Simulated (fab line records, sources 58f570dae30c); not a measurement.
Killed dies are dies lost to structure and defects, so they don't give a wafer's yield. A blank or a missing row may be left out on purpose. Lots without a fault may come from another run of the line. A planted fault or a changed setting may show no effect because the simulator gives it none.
A struck lot beside a sound one | flow berkeley_cmos170 | 23 steps out of a route of 331
Sound: wafers L342.1, L342.2, L342.6. Struck: wafers L354.1, L354.2, L354.4. The cause comes at the end.
At each step with rows: each side's tool, then ch and its chambers, then its first start. Under that, the readings that differ: sound wafers | struck wafers | difference of the means | sigmas: that difference in standard deviations of wafers without a fault.
alike: readings whose means differ by less than 2 such deviations, and words and numbers that are the same on both sides. not compared: withheld readings, readings that some wafer has no value for, bounds like >300 that may hide the same value, and numbers for which the record gives no deviation and whose values overlap.
The two part at a step that has a row with sigmas, a row that says differs or no value, or rows on one side only. Numbers that don't overlap but have no deviation are shown without sigmas and don't part them. A reading that every wafer of one side lacks parts them only if that side has two wafers or more.

UCB170_M2_OVL_MEAS_16:
  sound on overlay-02, day 8 03:10; struck on overlay-02, day 10 12:46
  reading     | sound     | struck  | difference | sigmas
  M2_OVL (nm) | -8 -13 -3 | 4 13 12 | +18        | +3
UCB170_M2_ETCH_17: etches BARC in N2/H2.
  sound on rie_diel-01 ch 2,3, day 8 03:12; struck on rie_diel-03 ch 0,1,3, day 10 12:48
  alike: drypump_motor_current_A, oes_product_au, throttle_valve_pct
UCB170_M2_METAL_ETCH_18: etches Al in Cl2/BCl3, stops on SiO2, target depth 1170 nm, time 195 s.
  sound on rie_metal-04 ch 0,1, day 8 03:14; struck on rie_metal-04 ch 0,1, day 10 12:50
  alike: drypump_motor_current_A, oes_product_au, throttle_valve_pct
  not compared: rf_hours_counter_h
UCB170_M2_STRIP_19: strips in O2.
  sound on plasma_asher-04 ch 0,1, day 8 03:26; struck on plasma_asher-04 ch 0,1, day 10 13:05
  alike: drypump_motor_current_A, oes_product_au
  not compared: rf_hours_counter_h
UCB170_M2_CD_MEAS_90: target cd 700 nm.
  sound on cd_sem-01, day 8 03:32; struck on cd_sem-01, day 10 13:16
  reading    | sound       | struck      | difference | sigmas
  cd_nm (nm) | 691 695 695 | 702 698 701 | +7         | +2
UCB170_V2_CVD_00: deposits SiO2 from TEOS/O2, target thk 2000 nm, time 250 s.
  sound on pecvd-01 ch 1,2, day 8 03:39; struck on pecvd-03 ch 0,1,2, day 10 13:23
  alike: heater_power_w
UCB170_V2_THK_MEAS_01:
  sound on film_metro-02, day 8 03:48; struck on film_metro-02, day 10 13:33
  alike: V2_TEOS_THK
UCB170_V2_CMP_02: polishes SiO2.
  sound on cmp-02 ch 0,1, day 8 03:52; struck on cmp-02 ch 0,2,3, day 10 13:40
  alike: motor_current_A, retaining_ring_pressure_frac, slurry_flow_ml_min
UCB170_V2_BOW_MEAS_03:
  sound on film_metro-03, day 8 04:10; struck on film_metro-03, day 10 13:56
  alike: V2_BOW
UCB170_V2_THK_MEAS_04:
  sound on film_metro-03, day 8 04:17; struck on film_metro-03, day 10 14:03
  alike: V2_POLISHED_THK
then, 2 steps without rows for these wafers: UCB170_V2_CLEAN_05 (cleans in DIW); UCB170_V2_HMDS_06 (prime time 60 s).
UCB170_V2_COAT_07: resist thk 900 nm.
  sound on litho_track-02 ch 0, day 8 05:08; struck on litho_track-02 ch 0, day 10 14:27
  reading                             | sound           | struck            | difference | sigmas
  model.KrF_of_V2_COAT_07.thk_nm (nm) | 898.2 902.8 898 | 832.6 833.6 833.3 | -66.5      |
then, 4 steps without rows for these wafers: UCB170_V2_SOFTBAKE_08 (time 60 s); UCB170_V2_EXPOSE_09 (exposes mask VIA2, target cd 700 nm); UCB170_V2_PEB_10; UCB170_V2_DEVELOP_11 (develop time 45 s).
UCB170_V2_CD_MEAS_12: target cd 700 nm.
  sound on cd_sem-02, day 8 05:59; struck on cd_sem-01, day 10 15:18
  alike: cd_nm
UCB170_V2_OVL_MEAS_13:
  sound on overlay-01, day 8 06:06; struck on overlay-01, day 10 15:25
  alike: V2_OVL
UCB170_V2_ETCH_14: etches SiO2 in CHF3/CF4/Ar, stops on Al, target depth 1250 nm, time 291 s.
  sound on rie_diel-02 ch 0,3, day 8 06:08; struck on rie_diel-04 ch 1,2,3, day 10 15:28
  reading                             | sound             | struck            | difference | sigmas
  model.KrF_of_V2_COAT_07.thk_nm (nm) | 599.3 601.6 597.8 | 546.7 544.6 545.7 | -53.9      |
  alike: drypump_motor_current_A, oes_product_au, throttle_valve_pct
  not compared: rf_hours_counter_h
UCB170_V2_STRIP_15: strips in O2.
  sound on plasma_asher-02 ch 0,1, day 8 06:19; struck on plasma_asher-03 ch 0,1, day 10 15:38
  reading                      | sound             | struck            | difference | sigmas
  strip_time_to_endpoint_s (s) | 15.05 15.11 15.02 | 13.81 13.75 13.80 | -1.27      | -11
  alike: drypump_motor_current_A, oes_product_au
  not compared: rf_hours_counter_h
UCB170_V2_CD_MEAS_90: target cd 700 nm.
  sound on cd_sem-02, day 8 06:25; struck on cd_sem-01, day 10 15:44
  alike: cd_nm
then, 1 step without rows for these wafers: UCB170_M3_PROBE_99.

WHERE THEY PART
First at UCB170_M2_OVL_MEAS_16; last, within this record, at UCB170_V2_STRIP_15. Later steps at which nothing parts them and some readings are alike: UCB170_V2_CD_MEAS_90.

WHY: what the simulator had put in
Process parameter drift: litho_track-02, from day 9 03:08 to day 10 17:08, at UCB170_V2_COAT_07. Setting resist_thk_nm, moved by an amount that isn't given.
